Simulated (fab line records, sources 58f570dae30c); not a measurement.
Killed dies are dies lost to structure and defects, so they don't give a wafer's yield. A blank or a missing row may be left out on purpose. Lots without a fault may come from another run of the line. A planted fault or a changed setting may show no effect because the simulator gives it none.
Split-lot experiment | flow berkeley_cmos170 | 5 lots, 23 wafers read, on a route of 331 steps

THE SPLIT
At UCB170_CONTACT_CVD_01 (deposits PSG from SiH4/O2/PH3, target thk 700 nm, time 2820 s), the setting o2_flow_sccm was moved away from the recipe's 90 sccm on 20 of the 23 wafers read, by -13.5% to +8.0%. The other wafers ran this setting at the recipe's value.

The file shows no step between the split and the reading.

THE READING
CONTACT_PSG_THK, in nm, at UCB170_CONTACT_THK_MEAS_02. Fault-free wafers of this fab line usually give 702 nm, standard deviation 7.5 nm.

wafer  | tool, chamber at the split | o2_flow_sccm as run, sccm | against the recipe | CONTACT_PSG_THK, nm | against lot-mates on the recipe
L076.1 | -, -                       | 77.89                     | -13.5%             | 651                 | no lot-mate on the recipe
L076.2 | -, -                       | 77.89                     | -13.5%             | 659                 | no lot-mate on the recipe
L076.3 | -, -                       | 77.89                     | -13.5%             | 657                 | no lot-mate on the recipe
L076.4 | -, -                       | 77.89                     | -13.5%             | 660                 | no lot-mate on the recipe
L076.6 | -, -                       | 77.89                     | -13.5%             | 655                 | no lot-mate on the recipe
L075.4 | lpcvd-01, 0                | 90                        | recipe             | 696                 | -
L075.5 | lpcvd-01, 0                | 90                        | recipe             | 700                 | -
L075.6 | lpcvd-01, 0                | 90                        | recipe             | 700                 | -
L079.1 | -, -                       | 79.04                     | -12.2%             | 657                 | no lot-mate on the recipe
L079.2 | -, -                       | 79.04                     | -12.2%             | 660                 | no lot-mate on the recipe
L079.3 | -, -                       | 79.04                     | -12.2%             | 660                 | no lot-mate on the recipe
L079.5 | -, -                       | 79.04                     | -12.2%             | 658                 | no lot-mate on the recipe
L079.6 | -, -                       | 79.04                     | -12.2%             | 656                 | no lot-mate on the recipe
L083.1 | -, -                       | 97.18                     | +8.0%              | 722                 | no lot-mate on the recipe
L083.2 | -, -                       | 97.18                     | +8.0%              | 729                 | no lot-mate on the recipe
L083.3 | -, -                       | 97.18                     | +8.0%              | 726                 | no lot-mate on the recipe
L083.5 | -, -                       | 97.18                     | +8.0%              | 730                 | no lot-mate on the recipe
L083.6 | -, -                       | 97.18                     | +8.0%              | 729                 | no lot-mate on the recipe
L085.1 | -, -                       | 83.56                     | -7.2%              | 681                 | no lot-mate on the recipe
L085.2 | -, -                       | 83.56                     | -7.2%              | 679                 | no lot-mate on the recipe
L085.3 | -, -                       | 83.56                     | -7.2%              | 674                 | no lot-mate on the recipe
L085.4 | -, -                       | 83.56                     | -7.2%              | 683                 | no lot-mate on the recipe
L085.6 | -, -                       | 83.56                     | -7.2%              | 676                 | no lot-mate on the recipe

THE FIT
A straight line over all 23 wafers: CONTACT_PSG_THK changes by +3.33 nm for each +1% of o2_flow_sccm; r = +0.99; the points scatter about the line by 3.2 nm.
Too few moved wafers have a lot-mate on the recipe to fit a line with each lot's own level taken away.

THE WHOLE CHAIN: every reading that the file lists as answering this split, in the file's order
step                       | what it does                                                  | reading                                                                       | change (the file's fit)              | r (the file's)
UCB170_CONTACT_CVD_01      | deposits PSG from SiH4/O2/PH3, target thk 700 nm, time 2820 s | PSG_of_CONTACT_CVD_01.thk_nm (the simulator's own value, which no gauge read) | +3.34 nm for each +1% of the setting | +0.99
UCB170_CONTACT_THK_MEAS_02 |                                                               | CONTACT_PSG_THK                                                               | +3.32 for each +1% of the setting    | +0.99

THE FILE'S OWN FIT
CONTACT_PSG_THK changes by +3.32 nm for each +1% of o2_flow_sccm, r = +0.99.
